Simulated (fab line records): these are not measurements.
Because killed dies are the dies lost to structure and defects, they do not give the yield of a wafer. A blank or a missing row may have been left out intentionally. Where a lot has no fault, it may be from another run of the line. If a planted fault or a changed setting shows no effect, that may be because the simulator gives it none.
Lot-split experiment | flow berkeley cmos170 | on a route of 331 steps: 5 lots, 23 wafers read

THE SPLIT
At UCB170_M2_EXPOSE_12 (exposes mask METAL2, target cd 700 nm), the setting dose mj was moved away from the recipe's 26 on 10 of the 23 wafers read, by -5.3% to +6.9%. For the rest of the wafers, this setting stayed at what the recipe calls for.

FROM THE SPLIT TO THE READING: what the file shows between them, 2 steps
- UCB170_M2_PEB_13
- UCB170_M2_DEVELOP_14: develop time 45 s

THE READING
Shown in nm: cd nm at UCB170_M2_CD_MEAS_15, with target cd 700 nm. On this fab line, fault-free wafers typically give 700.0 nm with a standard deviation of 1.7 nm.

wafer  | tool, chamber at the split | dose mj as run | against the recipe | cd nm, nm | against lot-mates on the recipe
L076.1 | krf scanner-02, 0          | 26             | recipe             | 699.9     | -
L076.2 | krf scanner-02, 0          | 24.63          | -5.3%              | 710.8     | +10.3
L076.4 | krf scanner-02, 0          | 26             | recipe             | 700.7     | -
L076.5 | krf scanner-02, 0          | 26             | recipe             | 701.0     | -
L076.6 | krf scanner-02, 0          | 24.63          | -5.3%              | 710.0     | +9.5
L074.2 | krf scanner-02, 0          | 26             | recipe             | 701.3     | -
L074.3 | krf scanner-02, 0          | 26             | recipe             | 701.2     | -
L074.5 | krf scanner-02, 0          | 26             | recipe             | 703.3     | -
L081.2 | krf scanner-01, 0          | 26             | recipe             | 703.7     | -
L081.3 | krf scanner-01, 0          | 27.79          | +6.9%              | 690.6     | -12.1
L081.4 | krf scanner-01, 0          | 27.79          | +6.9%              | 692.0     | -10.7
L081.5 | krf scanner-01, 0          | 26             | recipe             | 702.3     | -
L081.6 | krf scanner-01, 0          | 26             | recipe             | 702.2     | -
L080.1 | krf scanner-01, 0          | 26             | recipe             | 698.3     | -
L080.3 | krf scanner-01, 0          | 26             | recipe             | 700.1     | -
L080.4 | krf scanner-01, 0          | 24.68          | -5.1%              | 708.5     | +9.3
L080.5 | krf scanner-01, 0          | 24.68          | -5.1%              | 709.0     | +9.8
L080.6 | krf scanner-01, 0          | 24.68          | -5.1%              | 708.9     | +9.7
L083.1 | krf scanner-01, 0          | 26             | recipe             | 699.8     | -
L083.2 | krf scanner-01, 0          | 26             | recipe             | 698.8     | -
L083.3 | krf scanner-01, 0          | 27.69          | +6.5%              | 688.4     | -10.9
L083.5 | krf scanner-01, 0          | 27.69          | +6.5%              | 688.7     | -10.6
L083.6 | krf scanner-01, 0          | 27.69          | +6.5%              | 688.7     | -10.6

FIT RESULTS
A straight line over all 23 wafers: cd nm changes by -1.67 nm for each +1% of dose mj; r = -0.98; the points scatter about the line by 1.5 nm.
The same after taking each lot's own level away (the mean of its wafers on the recipe; 23 wafers): -1.75 nm for each +1%; r = -0.99; scatter 0.72 nm.
The reading moves by 12 nm for the largest change in dose mj, on that fit.
Measured against the standard deviation above, the lots' own levels, which go from 699.20 to 702.73 nm, span 2.1 times it.
The two slopes agree, so the slope changes little with the lot-to-lot level.
Check: with one of the wafers moved furthest among these (+6.9%) left out of the fit, the line predicts -11.6 nm for it against its lot-mates. Against them it came out at -12.1 nm.

THE OTHER SPLITS THESE WAFERS WENT THROUGH
Before the reading, these wafers also passed through other splits. Each is held against what the fit with the lots' levels taken away leaves over:
other split on the same wafers   | wafers away from the commonest value | r with cd nm (lot level and that fit taken away)
UCB170_CONTACT_PEB_13 peb temp c | 12                                   | -0.19
UCB170_M1_PEB_07 peb temp c      | 8                                    | -0.04
UCB170_M1_METAL_ETCH_12 time s   | 5                                    | -0.06

THE WHOLE CHAIN: every reading that the file lists as answering this split, in the file's order
step                 | what it does         | reading                                                   | change (the file's fit)              | r (the file's)
UCB170_M2_CD_MEAS_15 | target cd 700 nm     | cd nm                                                     | -1.74 nm for each +1% of the setting | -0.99
UCB170_M2_ETCH_17    | etches BARC in N2/H2 | M2.cd nm (the simulator's own value, which no gauge read) | -1.76 nm for each +1% of the setting | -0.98

THE FILE'S OWN FIT
cd nm changes by -1.74 nm for each +1% of dose mj, r = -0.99.
